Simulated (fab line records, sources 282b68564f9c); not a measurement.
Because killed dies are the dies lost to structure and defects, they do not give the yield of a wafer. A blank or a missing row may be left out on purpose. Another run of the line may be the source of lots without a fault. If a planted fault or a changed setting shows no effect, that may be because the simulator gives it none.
fab line records ; flow rit_cmos
record: lots: 6; wafers: 18; last_day: 7
route steps=202 shown NLDD@110 PLDD@114 SPACER@125 NSD@131 PSD@142 M1@202
lots with no fault: from the same line, run without faults
start_h: hours from the record's first day to the start of the lot's first wafer shown ; wait_h: how many hours have passed since the lot's step before this one ; " as in the row above ; L1.1+2: a single row standing in for several wafers ; - no value, or no start was given ; * or withheld: withheld ; < > ~ a bound
route shown NAME@n: NAME is a module with steps in the file, n the number in the route of the first one ; usual: mean and standard deviation over wafers with no fault ; same: alike in all rows ; chamber/n: place in a boat ; sites: readings site by site ; _std_site: the values' standard deviation ; _edge_site: the outer-site mean with the inner-site mean subtracted ; radius_mm: how far each site lies from the wafer's centre ; mask NAME#n: copy n ; behind: the most recent tool/chamber to have shaped the wafer ; hold: cause of the lot's hold/its duration in hours/its outcome ; device: names the non-switching transistor (n, p or np) ; end of line: the route-end tests of the same wafers ; a step with no rows: only its recipe ; killed: count of dies lost to structure and defects at first sort (not the wafer's yield) ; map: a wafer's dies, marking killed ones x, the rest . and places with no die _
set.NAME: the setting as run; set.NAME@STEP: as run at that earlier step ; model.NAME: the simulator's own value behind a step, which no gauge read
lots at some steps of the route; a table a step, a row a wafer
services: from which hour (start_h, from the record's first day; less than 0 if before it) a tool's chamber was out of use, for how many hours, and why
== steps ==
step: RIT_NLDD_HARDBAKE_07
recipe: resist: NOVOLAK; temp_c: 140; time_s: 60
step: RIT_NLDD_IMPLANT_08
recipe: species: P; energy_kev: 20; dose_cm2: 5e+14; tilt_deg: 6.717
step: RIT_NLDD_STRIP_09
recipe: chemistry: O2; time_s: 180; resist: NOVOLAK; platen_temp_c: withheld; power_w: 500; pressure_mtorr: 4000; o2_flow_sccm: 4000
usual: drypump_motor_current_A: 5.77/0.28; o2_flow_sccm: 4002/11
lot.wafer;tool;chamber;start_h;wait_h;drypump_motor_current_A;o2_flow_sccm;rf_hours_counter_h
L831.4;plasma_asher-04;0;70.48;0.1;6.21;4016;-
L831.5;plasma_asher-04;1;70.48;0.1;5.50;3999;-
L831.6;plasma_asher-04;0;70.48;0.1;6.19;4010;-
L834.1;plasma_asher-03;1;85.59;0.1;5.66;3997;46
L834.2;plasma_asher-03;0;85.59;0.1;5.84;4004;46
L834.4;plasma_asher-03;1;85.59;0.1;5.67;3979;-
L841.2;plasma_asher-03;1;127.99;0.1;5.65;4006;50
L841.3;plasma_asher-03;0;127.99;0.1;5.87;3975;-
L841.4;plasma_asher-03;1;127.99;0.1;5.67;3997;-
L844.1;plasma_asher-03;1;136.17;0.1;5.64;3996;51
L844.2;plasma_asher-03;0;136.17;0.1;5.86;3989;51
L844.6;plasma_asher-03;0;136.17;0.1;5.88;4011;-
L847.2;plasma_asher-02;1;147.90;0.1;5.40;3989;46
L847.3;plasma_asher-02;0;147.90;0.1;5.99;4009;-
L847.4;plasma_asher-02;1;147.90;0.1;5.36;4005;-
L850.1;plasma_asher-03;0;158.36;0.1;5.82;4001;54
L850.2;plasma_asher-03;1;158.36;0.1;5.66;4008;54
L850.3;plasma_asher-03;0;158.36;0.1;5.84;4016;-
step: RIT_NLDD_TW_MEAS_10
usual: NLDD_TW: 2476/20
lot.wafer;tool;chamber;start_h;wait_h;NLDD_TW
L831.4;film_metro-01;-;70.63;0.1;2459
L831.5;film_metro-01;-;70.63;0.1;2461
L831.6;film_metro-01;-;70.63;0.1;2467
L834.1;film_metro-01;-;85.76;0.1;2483
L834.2;film_metro-01;-;85.76;0.1;2482
L834.4;film_metro-01;-;85.76;0.1;2484
L841.2;film_metro-01;-;128.18;0.1;2483
L841.3;film_metro-01;-;128.18;0.1;2493
L841.4;film_metro-01;-;128.18;0.1;2501
L844.1;film_metro-02;-;136.57;0.3;2467
L844.2;film_metro-02;-;136.57;0.3;2480
L844.6;film_metro-02;-;136.57;0.3;2482
L847.2;film_metro-01;-;148.09;0.1;2492
L847.3;film_metro-01;-;148.09;0.1;2481
L847.4;film_metro-01;-;148.09;0.1;2478
L850.1;film_metro-01;-;158.53;0.1;2474
L850.2;film_metro-01;-;158.53;0.1;2483
L850.3;film_metro-01;-;158.53;0.1;2497
step: RIT_PLDD_HMDS_00
recipe: prime_time_s: 60; prime_temp_c: 140
step: RIT_PLDD_COAT_01
recipe: resist: NOVOLAK; spin_rpm: 3250; resist_thk_nm: 1000
step: RIT_PLDD_SOFTBAKE_02
recipe: resist: NOVOLAK; temp_c: 90; time_s: 60
step: RIT_PLDD_EXPOSE_03
recipe: mask_id: M8; na: 0.57; target_cd_nm: 40900; dose_mj: 250
step: RIT_PLDD_PEB_04
recipe: resist: NOVOLAK; temp_c: withheld; time_s: withheld
step: RIT_PLDD_DEVELOP_05
recipe: resist: NOVOLAK; develop_time_s: 50; dev_temp_c: 23
step: RIT_PLDD_OVL_MEAS_06
usual: PLDD_OVL: -0.2/1.6
lot.wafer;tool;chamber;start_h;wait_h;PLDD_OVL[nm]
L831.4;overlay-01;-;71.53;-;-0.7
L831.5;overlay-01;-;71.53;-;-0.4
L831.6;overlay-01;-;71.53;-;1.1
L834.1;overlay-02;-;86.80;-;-0.9
L834.2;overlay-02;-;86.80;-;-2.1
L834.4;overlay-02;-;86.80;-;-0.1
L841.2;overlay-01;-;129.21;-;-3.3
L841.3;overlay-01;-;129.21;-;-5.5
L841.4;overlay-01;-;129.21;-;-3.5
L844.1;overlay-02;-;137.50;-;0.7
L844.2;overlay-02;-;137.50;-;0.0
L844.6;overlay-02;-;137.50;-;-0.2
L847.2;overlay-02;-;148.99;-;-1.5
L847.3;overlay-02;-;148.99;-;-1.6
L847.4;overlay-02;-;148.99;-;-0.6
L850.1;overlay-01;-;159.57;-;1.5
L850.2;overlay-01;-;159.57;-;1.3
L850.3;overlay-01;-;159.57;-;-0.2
step: RIT_PLDD_HARDBAKE_07
recipe: resist: NOVOLAK; temp_c: 140; time_s: 60
step: RIT_PLDD_IMPLANT_08
recipe: species: BF2; energy_kev: 20; dose_cm2: 9e+14; tilt_deg: 7
usual: tilt_deg: 7.007/0.023
lot.wafer;tool;chamber;start_h;wait_h;tilt_deg
L831.4;implanter-03;0;71.77;0.1;7.015
L831.5;implanter-03;0;71.77;0.1;7.031
L831.6;implanter-03;0;71.77;0.1;7.019
L834.1;implanter-03;0;86.98;0.1;7.002
L834.2;implanter-03;0;86.98;0.1;7.004
L834.4;implanter-03;0;86.98;0.1;7.004
L841.2;implanter-04;0;129.54;0.1;6.989
L841.3;implanter-04;0;129.54;0.1;7.009
L841.4;implanter-04;0;129.54;0.1;7.014
L844.1;implanter-03;0;137.70;0.1;7.001
L844.2;implanter-03;0;137.70;0.1;7.001
L844.6;implanter-03;0;137.70;0.1;6.979
L847.2;implanter-03;0;149.22;0.1;7.045
L847.3;implanter-03;0;149.22;0.1;7.062
L847.4;implanter-03;0;149.22;0.1;7.047
L850.1;implanter-02;0;159.75;0.1;7.001
L850.2;implanter-02;0;159.75;0.1;6.977
L850.3;implanter-02;0;159.75;0.1;6.982
step: RIT_PLDD_STRIP_09
recipe: chemistry: O2; time_s: 180; resist: NOVOLAK; platen_temp_c: withheld; power_w: 500; pressure_mtorr: 4000; o2_flow_sccm: 4000
usual: drypump_motor_current_A: 5.9/0.41; o2_flow_sccm: 3999/13
lot.wafer;tool;chamber;start_h;wait_h;drypump_motor_current_A;o2_flow_sccm;rf_hours_counter_h
L831.4;plasma_asher-01;1;71.90;0.1;6.5;3993;-
L831.5;plasma_asher-01;1;71.90;0.1;6.5;4013;-
L831.6;plasma_asher-01;0;71.90;0.1;5.4;4021;-
L834.1;plasma_asher-01;1;87.13;0.1;6.5;3994;45
L834.2;plasma_asher-01;0;87.13;0.1;5.4;4014;45
L834.4;plasma_asher-01;1;87.13;0.1;6.5;4011;-
L841.2;plasma_asher-01;0;129.67;0.1;5.5;4004;0
L841.3;plasma_asher-01;0;129.67;0.1;5.5;3989;-
L841.4;plasma_asher-01;1;129.67;0.1;6.5;3993;-
L844.1;plasma_asher-01;0;137.85;0.1;5.4;4025;1
L844.2;plasma_asher-01;1;137.85;0.1;6.5;3994;1
L844.6;plasma_asher-01;0;137.85;0.1;5.4;4019;-
L847.2;plasma_asher-03;1;149.34;0.1;5.6;4011;53
L847.3;plasma_asher-03;0;149.34;0.1;5.8;4008;-
L847.4;plasma_asher-03;1;149.34;0.1;5.7;3971;-
L850.1;plasma_asher-03;0;159.90;0.1;5.8;4004;54
L850.2;plasma_asher-03;1;159.90;0.1;5.7;4009;54
L850.3;plasma_asher-03;1;159.90;0.1;5.7;3999;-
step: RIT_PLDD_TW_MEAS_10
usual: PLDD_TW: 2342/17
lot.wafer;tool;chamber;start_h;wait_h;PLDD_TW
L831.4;film_metro-01;-;72.05;0.1;2351
L831.5;film_metro-01;-;72.05;0.1;2344
L831.6;film_metro-01;-;72.05;0.1;2338
L834.1;film_metro-04;-;87.31;0.1;2354
L834.2;film_metro-04;-;87.31;0.1;2366
L834.4;film_metro-04;-;87.31;0.1;2366
L841.2;film_metro-04;-;129.85;0.1;2368
L841.3;film_metro-04;-;129.85;0.1;2355
L841.4;film_metro-04;-;129.85;0.1;2371
L844.1;film_metro-04;-;138.02;0.1;2339
L844.2;film_metro-04;-;138.02;0.1;2336
L844.6;film_metro-04;-;138.02;0.1;2341
L847.2;film_metro-02;-;149.52;0.1;2298
L847.3;film_metro-02;-;149.52;0.1;2293
L847.4;film_metro-02;-;149.52;0.1;2291
L850.1;film_metro-01;-;160.08;0.1;2357
L850.2;film_metro-01;-;160.08;0.1;2330
L850.3;film_metro-01;-;160.08;0.1;2355
step: RIT_SPACER_CLEAN_00
recipe: chemistry: SC1; mix: 3:3:50; time_s: 600; temp_c: 75
step: RIT_SPACER_CLEAN_01
recipe: chemistry: dHF; dilution: 50:1; time_s: 30
step: RIT_SPACER_CLEAN_02
recipe: chemistry: SC2; mix: 3:3:50; time_s: 600; temp_c: 75; dry: n2_spin
step: RIT_SPACER_CVD_03
recipe: material: Si3N4; target_thk_nm: 250; temp_c: 810; precursor: SiH2Cl2/NH3; time_s: 3232; pressure_mtorr: 300; sih2cl2_flow_sccm: 60; nh3_flow_sccm: 150
step: RIT_SPACER_THK_MEAS_04
recipe: reads: Si3N4_of_SPACER_CVD_03
usual: SPACER_NITRIDE_THK: 244.1/2.1
lot.wafer;tool;chamber;start_h;wait_h;SPACER_NITRIDE_THK[nm]
L831.4;film_metro-03;-;74.41;0.0;243.6
L831.5;film_metro-03;-;74.41;0.0;243.4
L831.6;film_metro-03;-;74.41;0.0;243.3
L834.1;film_metro-01;-;89.65;0.0;242.7
L834.2;film_metro-01;-;89.65;0.0;241.5
L834.4;film_metro-01;-;89.65;0.0;245.9
L841.2;film_metro-03;-;132.20;0.0;238.5
L841.3;film_metro-03;-;132.20;0.0;242.7
L841.4;film_metro-03;-;132.20;0.0;241.5
L844.1;film_metro-02;-;140.37;0.0;243.8
L844.2;film_metro-02;-;140.37;0.0;245.3
L844.6;film_metro-02;-;140.37;0.0;244.5
L847.2;film_metro-03;-;151.87;0.0;245.0
L847.3;film_metro-03;-;151.87;0.0;243.3
L847.4;film_metro-03;-;151.87;0.0;244.2
L850.1;film_metro-01;-;164.35;0.0;243.0
L850.2;film_metro-01;-;164.35;0.0;239.7
L850.3;film_metro-01;-;164.35;0.0;241.6
step: RIT_SPACER_ETCHBACK_05
recipe: target_depth_a: 2500; SF6_flow_sccm: 30; CHF3_flow_sccm: 30; target: Si3N4; chemistry: SF6/CHF3; pressure_mtorr: 40; rf_w: 250; time_s: 240; stop_on: SiO2
usual: CHF3_flow_sccm: 30.02/0.093; drypump_motor_current_A: 5.6/0.4; oes_product_au: 0.827/0.013; throttle_valve_pct: 10.26/0.15
lot.wafer;tool;chamber;start_h;wait_h;CHF3_flow_sccm;drypump_motor_current_A;oes_product_au;rf_hours_counter_h;throttle_valve_pct
L831.4;rie_diel-04;2;74.44;0.0;29.94;5.8;0.816;7;10.60
L831.5;rie_diel-04;3;74.44;0.0;30.13;5.8;0.848;-;10.22
L831.6;rie_diel-04;0;74.44;0.0;30.07;6.2;0.840;-;10.34
L834.1;rie_diel-03;0;89.71;0.1;30.12;5.3;0.813;7;10.38
L834.2;rie_diel-03;3;89.71;0.1;30.10;5.7;0.834;163;10.24
L834.4;rie_diel-03;3;89.71;0.1;30.00;5.7;0.848;-;10.26
L841.2;rie_diel-04;1;132.25;0.0;29.97;4.9;0.825;119;10.19
L841.3;rie_diel-04;0;132.25;0.0;29.87;6.2;0.827;14;10.35
L841.4;rie_diel-04;2;132.25;0.0;30.02;5.8;0.810;8;10.59
L844.1;rie_diel-03;1;140.43;0.1;29.95;5.3;0.826;6;10.12
L844.2;rie_diel-03;2;140.43;0.1;29.97;6.1;0.840;1;10.03
L844.6;rie_diel-03;1;140.43;0.1;29.89;5.3;0.826;-;10.12
L847.2;rie_diel-03;3;151.92;0.0;30.02;5.7;0.806;1;10.29
L847.3;rie_diel-03;0;151.92;0.0;30.09;5.3;0.815;8;10.39
L847.4;rie_diel-03;2;151.92;0.0;30.02;6.1;0.829;1;10.03
L850.1;rie_diel-04;0;164.41;0.1;29.98;6.2;0.837;15;10.34
L850.2;rie_diel-04;1;164.41;0.1;29.91;5.0;0.820;120;10.19
L850.3;rie_diel-04;2;164.41;0.1;29.79;5.8;0.809;9;10.59
step: RIT_NSD_HMDS_00
recipe: prime_time_s: 60; prime_temp_c: 140
step: RIT_NSD_COAT_01
recipe: resist: NOVOLAK; spin_rpm: 3250; resist_thk_nm: 1000
step: RIT_NSD_SOFTBAKE_02
recipe: resist: NOVOLAK; temp_c: 90; time_s: 60
step: RIT_NSD_EXPOSE_03
recipe: mask_id: M9; na: 0.57; target_cd_nm: 40700; dose_mj: 250
step: RIT_NSD_PEB_04
recipe: resist: NOVOLAK; temp_c: withheld; time_s: withheld
step: RIT_NSD_DEVELOP_05
recipe: resist: NOVOLAK; develop_time_s: 50; dev_temp_c: 23
step: RIT_NSD_OVL_MEAS_06
usual: NSD_OVL: -0.5/1.2
lot.wafer;tool;chamber;start_h;wait_h;NSD_OVL[nm]
L831.4;overlay-01;-;75.46;-;-1.2
L831.5;overlay-01;-;75.46;-;0.6
L831.6;overlay-01;-;75.46;-;-1.8
L834.1;overlay-02;-;90.84;-;-0.2
L834.2;overlay-02;-;90.84;-;-0.9
L834.4;overlay-02;-;90.84;-;-0.1
L841.2;overlay-02;-;133.38;-;-0.8
L841.3;overlay-02;-;133.38;-;0.2
L841.4;overlay-02;-;133.38;-;1.2
L844.1;overlay-02;-;141.93;-;-1.8
L844.2;overlay-02;-;141.93;-;0.3
L844.6;overlay-02;-;141.93;-;-1.1
L847.2;overlay-02;-;153.35;-;-0.7
L847.3;overlay-02;-;153.35;-;0.3
L847.4;overlay-02;-;153.35;-;-0.9
L850.1;overlay-02;-;165.53;-;1.7
L850.2;overlay-02;-;165.53;-;0.7
L850.3;overlay-02;-;165.53;-;1.2
step: RIT_NSD_HARDBAKE_07
recipe: resist: NOVOLAK; temp_c: 140; time_s: 60
step: RIT_NSD_IMPLANT_08
recipe: species: P; energy_kev: 25; dose_cm2: 1e+15; tilt_deg: 6.664
step: RIT_NSD_STRIP_09
recipe: chemistry: O2; time_s: 180; resist: NOVOLAK; platen_temp_c: withheld; power_w: 500; pressure_mtorr: 4000; o2_flow_sccm: 4000
usual: drypump_motor_current_A: 5.8/0.38; o2_flow_sccm: 4001/12
lot.wafer;tool;chamber;start_h;wait_h;drypump_motor_current_A;o2_flow_sccm;rf_hours_counter_h
L831.4;plasma_asher-03;0;75.84;0.1;5.8;4007;-
L831.5;plasma_asher-03;0;75.84;0.1;5.8;4009;-
L831.6;plasma_asher-03;1;75.84;0.1;5.7;3990;-
L834.1;plasma_asher-01;1;91.18;0.1;6.5;4015;46
L834.2;plasma_asher-01;0;91.18;0.1;5.5;4009;46
L834.4;plasma_asher-01;0;91.18;0.1;5.5;3988;-
L841.2;plasma_asher-01;1;133.71;0.1;6.5;4009;1
L841.3;plasma_asher-01;0;133.71;0.1;5.4;3977;-
L841.4;plasma_asher-01;1;133.71;0.1;6.5;4006;-
L844.1;plasma_asher-03;1;142.63;0.1;5.6;3993;52
L844.2;plasma_asher-03;0;142.63;0.1;5.9;3987;52
L844.6;plasma_asher-03;1;142.63;0.1;5.6;4006;-
L847.2;plasma_asher-03;0;153.89;0.1;5.9;4004;53
L847.3;plasma_asher-03;1;153.89;0.1;5.7;4004;-
L847.4;plasma_asher-03;0;153.89;0.1;5.9;4011;-
L850.1;plasma_asher-02;0;165.87;0.1;6.0;4005;48
L850.2;plasma_asher-02;1;165.87;0.1;5.4;3999;48
L850.3;plasma_asher-02;0;165.87;0.1;6.1;4002;-
step: RIT_NSD_TW_MEAS_10
usual: NSD_TW: 3114/24
lot.wafer;tool;chamber;start_h;wait_h;NSD_TW
L831.4;film_metro-01;-;75.98;0.1;3098
L831.5;film_metro-01;-;75.98;0.1;3105
L831.6;film_metro-01;-;75.98;0.1;3117
L834.1;film_metro-01;-;91.35;0.1;3109
L834.2;film_metro-01;-;91.35;0.1;3088
L834.4;film_metro-01;-;91.35;0.1;3119
L841.2;film_metro-04;-;133.89;0.1;3126
L841.3;film_metro-04;-;133.89;0.1;3129
L841.4;film_metro-04;-;133.89;0.1;3140
L844.1;film_metro-01;-;142.80;0.1;3128
L844.2;film_metro-01;-;142.80;0.1;3120
L844.6;film_metro-01;-;142.80;0.1;3123
L847.2;film_metro-01;-;154.08;0.1;3107
L847.3;film_metro-01;-;154.08;0.1;3118
L847.4;film_metro-01;-;154.08;0.1;3112
L850.1;film_metro-01;-;166.05;0.1;3118
L850.2;film_metro-01;-;166.05;0.1;3103
L850.3;film_metro-01;-;166.05;0.1;3110
step: RIT_PSD_HMDS_00
recipe: prime_time_s: 60; prime_temp_c: 140
step: RIT_PSD_COAT_01
recipe: resist: NOVOLAK; spin_rpm: 3250; resist_thk_nm: 1000
step: RIT_PSD_SOFTBAKE_02
recipe: resist: NOVOLAK; temp_c: 90; time_s: 60
step: RIT_PSD_EXPOSE_03
recipe: mask_id: M10; na: 0.57; target_cd_nm: 40900; dose_mj: 250
step: RIT_PSD_PEB_04
recipe: resist: NOVOLAK; temp_c: withheld; time_s: withheld
step: RIT_PSD_DEVELOP_05
recipe: resist: NOVOLAK; develop_time_s: 50; dev_temp_c: 23
step: RIT_PSD_OVL_MEAS_06
usual: PSD_OVL: 0.6/1.4
lot.wafer;tool;chamber;start_h;wait_h;PSD_OVL[nm]
L831.4;overlay-02;-;76.90;-;0.5
L831.5;overlay-02;-;76.90;-;1.3
L831.6;overlay-02;-;76.90;-;0.6
L834.1;overlay-02;-;92.55;-;1.1
L834.2;overlay-02;-;92.55;-;-1.1
L834.4;overlay-02;-;92.55;-;-1.8
L841.2;overlay-02;-;135.05;-;-0.2
L841.3;overlay-02;-;135.05;-;0.8
L841.4;overlay-02;-;135.05;-;-1.3
L844.1;overlay-01;-;143.84;-;3.3
L844.2;overlay-01;-;143.84;-;1.4
L844.6;overlay-01;-;143.84;-;0.7
L847.2;overlay-01;-;155.11;-;0.0
L847.3;overlay-01;-;155.11;-;0.4
L847.4;overlay-01;-;155.11;-;-1.0
L850.1;overlay-02;-;166.96;-;1.3
L850.2;overlay-02;-;166.96;-;2.1
L850.3;overlay-02;-;166.96;-;3.8
step: RIT_PSD_HARDBAKE_07
recipe: resist: NOVOLAK; temp_c: 140; time_s: 60
step: RIT_PSD_IMPLANT_08
recipe: species: BF2; energy_kev: 27; dose_cm2: 5e+15; tilt_deg: 7
step: RIT_PSD_STRIP_09
recipe: chemistry: O2; time_s: 180; resist: NOVOLAK; platen_temp_c: withheld; power_w: 500; pressure_mtorr: 4000; o2_flow_sccm: 4000
usual: drypump_motor_current_A: 5.9/0.43; o2_flow_sccm: 4001/11
lot.wafer;tool;chamber;start_h;wait_h;drypump_motor_current_A;o2_flow_sccm;rf_hours_counter_h
L831.4;plasma_asher-01;0;77.34;0.1;5.4;3993;-
L831.5;plasma_asher-01;1;77.34;0.1;6.5;4012;-
L831.6;plasma_asher-01;0;77.34;0.1;5.5;3994;-
L834.1;plasma_asher-01;0;92.88;0.1;5.5;4004;46
L834.2;plasma_asher-01;1;92.88;0.1;6.5;4006;46
L834.4;plasma_asher-01;1;92.88;0.1;6.5;4000;-
L841.2;plasma_asher-04;1;135.60;0.1;5.5;4008;35
L841.3;plasma_asher-04;1;135.60;0.1;5.5;4014;-
L841.4;plasma_asher-04;0;135.60;0.1;6.2;3978;-
L844.1;plasma_asher-01;1;144.17;0.1;6.5;4006;2
L844.2;plasma_asher-01;0;144.17;0.1;5.4;3993;2
L844.6;plasma_asher-01;0;144.17;0.1;5.4;3997;-
L847.2;plasma_asher-01;1;155.44;0.1;6.5;3990;3
L847.3;plasma_asher-01;0;155.44;0.1;5.5;4000;-
L847.4;plasma_asher-01;1;155.44;0.1;6.5;3998;-
L850.1;plasma_asher-04;0;167.29;0.1;6.2;4024;39
L850.2;plasma_asher-04;1;167.29;0.1;5.5;3998;39
L850.3;plasma_asher-04;0;167.29;0.1;6.2;4014;-
step: RIT_SDANNEAL_RS_MEAS_06
recipe: thk_meas_gauge: four-point-probe
usual: PLDD_RS: 178.5/0.53
lot.wafer;tool;chamber;start_h;wait_h;PLDD_RS[ohm/sq]
L831.4;film_metro-01;-;78.31;0.1;179.4
L831.5;film_metro-01;-;78.31;0.1;178.1
L831.6;film_metro-01;-;78.31;0.1;178.5
L834.1;film_metro-04;-;93.78;0.1;178.8
L834.2;film_metro-04;-;93.78;0.1;178.7
L834.4;film_metro-04;-;93.78;0.1;178.4
L841.2;film_metro-04;-;136.52;0.1;177.6
L841.3;film_metro-04;-;136.52;0.1;177.7
L841.4;film_metro-04;-;136.52;0.1;178.0
L844.1;film_metro-01;-;145.13;0.1;182.2
L844.2;film_metro-01;-;145.13;0.1;182.4
L844.6;film_metro-01;-;145.13;0.1;182.0
L847.2;film_metro-01;-;156.39;0.1;183.1
L847.3;film_metro-01;-;156.39;0.1;182.6
L847.4;film_metro-01;-;156.39;0.1;183.4
L850.1;film_metro-02;-;168.21;0.1;178.6
L850.2;film_metro-02;-;168.21;0.1;178.5
L850.3;film_metro-02;-;168.21;0.1;178.2
step: RIT_M1_PROBE_99
usual: killed_at_contacts: 0.0/0.2; killed_at_front_end: 6.8/2.9; killed_dies: 6.8/2.9; killed_open: 3.3/1.9; killed_short: 3.5/2
same: gross_dies: 264; killed_at_M0_to_M3: 0; killed_at_M4_up: 0; killed_at_back_side: 0; killed_at_other: 0
lot.wafer;tool;chamber;start_h;wait_h;killed_at_contacts;killed_at_front_end;killed_dies;killed_open;killed_short;model.etest.pldd.rs_ohm_sq_range;model.etest.pldd.rs_ohm_sq_rim_less_centre;model.etest.pmos_0p15.drive_ua_um_range;model.etest.pmos_0p15.vt_v_range
L831.4;prober-01;-;87.95;0.2;0;5;5;2;3;10.23;-4.879;5.644;0.00575
L831.5;prober-01;-;88.00;0.2;0;9;9;4;5;9.835;-4.361;4.443;0.009241
L831.6;prober-01;-;88.05;0.2;0;6;6;3;3;7.067;-3.48;4.955;0.005888
L834.1;prober-02;-;103.10;0.1;0;3;3;2;1;12.12;5.448;4.781;0.009738
L834.2;prober-02;-;103.15;0.1;0;4;4;3;1;9.324;-2.24;4.147;0.004107
L834.4;prober-02;-;103.25;0.2;0;3;3;0;3;6.228;-2.26;4.758;0.006545
L841.2;prober-01;-;143.81;0.1;0;7;7;3;4;8.723;-0.4963;5.119;0.008646
L841.3;prober-01;-;143.86;0.2;0;4;4;3;0;11.57;4.709;4.02;0.007991
L841.4;prober-01;-;143.91;0.2;1;4;5;2;3;8.088;5.306;6.597;0.0069
L844.1;prober-02;-;153.87;0.1;0;11;11;9;2;38.65;-13.03;8.523;0.008633
L844.2;prober-02;-;153.92;0.1;0;2;2;2;0;37.26;-21.7;6.672;0.004854
L844.6;prober-02;-;154.12;0.2;0;9;9;5;4;39.95;-10.22;9.241;0.008259
L847.2;prober-01;-;163.53;0.1;0;6;6;3;3;43.19;-15.75;12.27;0.01026
L847.3;prober-01;-;163.58;0.2;0;12;12;5;7;40.87;-22.77;10.58;0.01342
L847.4;prober-01;-;163.63;0.2;0;9;9;4;5;41.11;-23.6;9.168;0.01594
L850.1;prober-02;-;175.71;0.1;0;3;3;2;1;10.38;-0.6489;3.854;0.007883
L850.2;prober-02;-;175.76;0.1;0;7;7;2;5;8.212;6.206;3.724;0.005302
L850.3;prober-02;-;175.81;0.2;0;3;3;1;2;10.79;-1.879;3.903;0.00611
killed by level:class
L831.4 GATE:geometric_particle:open=2 FOX1:geometric_particle:short=1 REOX:geometric_particle:short=1 SILICIDE:geometric_particle:short=1
L831.5 GATE:geometric_particle:short=3 FOX1:geometric_particle:short=1 FOX1:geometric_particle:open=1 REOX:geometric_particle:open=1 REOX:geometric_particle:short=1 SPACER:geometric_particle:open=1 SILICIDE:geometric_particle:open=1
L831.6 FOX2:geometric_particle:short=2 GATE:geometric_particle:open=2 SILICIDE:geometric_particle:open=1 SILICIDE:geometric_particle:short=1
L834.1 GATE:geometric_particle:open=1 GATE:geometric_particle:short=1 SPACER:geometric_particle:open=1
L834.2 GATE:geometric_particle:open=2 FOX1:geometric_particle:short=1 SPACER:geometric_particle:open=1
L834.4 GATE:geometric_particle:short=1 REOX:geometric_particle:short=1 SPACER:geometric_particle:short=1
L841.2 FOX1:geometric_particle:short=2 FOX1:geometric_particle:open=1 GATE:geometric_particle:open=1 REOX:geometric_particle:open=1 SPACER:geometric_particle:short=1 SILICIDE:geometric_particle:short=1
L841.3 GATE:geometric_particle:open=2 SPACER:geometric_particle:open=1 NWELL:coat_microbubble_printed=1
L841.4 FOX1:geometric_particle:short=2 FOX1:geometric_particle:open=1 REOX:geometric_particle:short=1 CONTACT:geometric_particle:open=1
L844.1 GATE:geometric_particle:open=5 SPACER:geometric_particle:open=2 FOX1:geometric_particle:open=1 GATE:geometric_particle:short=1 REOX:geometric_particle:open=1 SPACER:geometric_particle:short=1
L844.2 GATE:geometric_particle:open=1 SILICIDE:geometric_particle:open=1
L844.6 GATE:geometric_particle:short=2 GATE:geometric_particle:open=2 SPACER:geometric_particle:open=2 FOX1:geometric_particle:short=1 REOX:geometric_particle:open=1 SPACER:geometric_particle:short=1
L847.2 GATE:geometric_particle:open=2 GATE:geometric_particle:short=1 REOX:geometric_particle:open=1 REOX:geometric_particle:short=1 SPACER:geometric_particle:short=1
L847.3 GATE:geometric_particle:short=5 GATE:geometric_particle:open=2 FOX2:geometric_particle:open=1 FOX2:geometric_particle:short=1 REOX:geometric_particle:open=1 REOX:geometric_particle:short=1 SILICIDE:geometric_particle:open=1
L847.4 GATE:geometric_particle:short=3 GATE:geometric_particle:open=2 REOX:geometric_particle:short=1 REOX:geometric_particle:open=1 SPACER:geometric_particle:short=1 SPACER:geometric_particle:open=1
L850.1 FOX1:geometric_particle:open=1 REOX:geometric_particle:short=1 REOX:geometric_particle:open=1
L850.2 REOX:geometric_particle:short=2 ACTIVE:geometric_particle:open=1 FOX1:geometric_particle:short=1 FOX2:geometric_particle:open=1 FOX2:geometric_particle:short=1 GATE:geometric_particle:short=1
L850.3 GATE:geometric_particle:short=1 SILICIDE:geometric_particle:open=1 SILICIDE:geometric_particle:short=1
== services ==
tool;chamber;start_h;hours;kind
rie_diel-04;-;47.35;2.8;pm
implanter-03;-;55.08;1.5;repair
rie_diel-03;-;72.23;0.4;repair
plasma_asher-02;-;72.88;49.5;pm
rie_diel-03;2;76.22;-;clean
rie_diel-03;2;76.22;24.6;scheduled_down
rie_diel-03;2;76.22;24.6;vent_cycle
implanter-02;-;86.02;6.0;pm
plasma_asher-03;-;91.42;15.0;pm
implanter-04;-;92.01;0.7;repair
rie_diel-03;3;100.78;-;clean
rie_diel-03;3;100.78;16.7;scheduled_down
rie_diel-03;0;103.13;20.8;repair
plasma_asher-01;-;106.39;14.1;pm
rie_diel-04;2;109.09;2.8;repair
plasma_asher-01;-;120.52;9.0;pm
plasma_asher-01;0;120.52;9.0;vent_cycle
plasma_asher-01;1;120.52;9.0;vent_cycle
plasma_asher-02;-;122.41;2.8;pm
plasma_asher-01;0;129.52;-;clean
plasma_asher-01;1;129.52;-;clean
rie_diel-03;-;132.29;0.1;repair
implanter-02;-;163.53;1.4;repair
rie_diel-03;0;166.50;5.2;repair
== key ==
first_sign: step: RIT_PLDD_TW_MEAS_10; reading: PLDD_TW; direction: down; sigmas: 1.5; usual: 2342; struck: 2316
effect: step: RIT_SDANNEAL_RS_MEAS_06; reading: PLDD_RS; direction: up; sigmas: 7.8; usual: 178.5; struck: 182.6
model_effect: step: RIT_M1_PROBE_99; value: etest.pldd.rs_ohm_sq_range; without: 9.887; struck: 40.17
met_at RIT_PLDD_IMPLANT_08
struck_wafers L844.1,L844.2,L844.6,L847.2,L847.3,L847.4
tester_left_out L844,L847
onset_between 86.98 137.70
also_fits RIT_SPACER_ETCHBACK_05:rie_diel-03,RIT_NSD_STRIP_09:plasma_asher-03,RIT_PSD_STRIP_09:plasma_asher-01
fault: kind: process_parameter_drift; tool: implanter-03; chamber: -; onset_h: 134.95; steps: RIT_PLDD_IMPLANT_08; channel: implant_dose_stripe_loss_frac; offset: 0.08; shape: step; end_h: 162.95
tester_left_out: of these lots the tester's yield and bins aren't shown, on N5 and GAA mostly nor the transistor test; their killed dies are dies lost to structure and defects alone, not to doping, threshold or leakage, so they don't give the yield
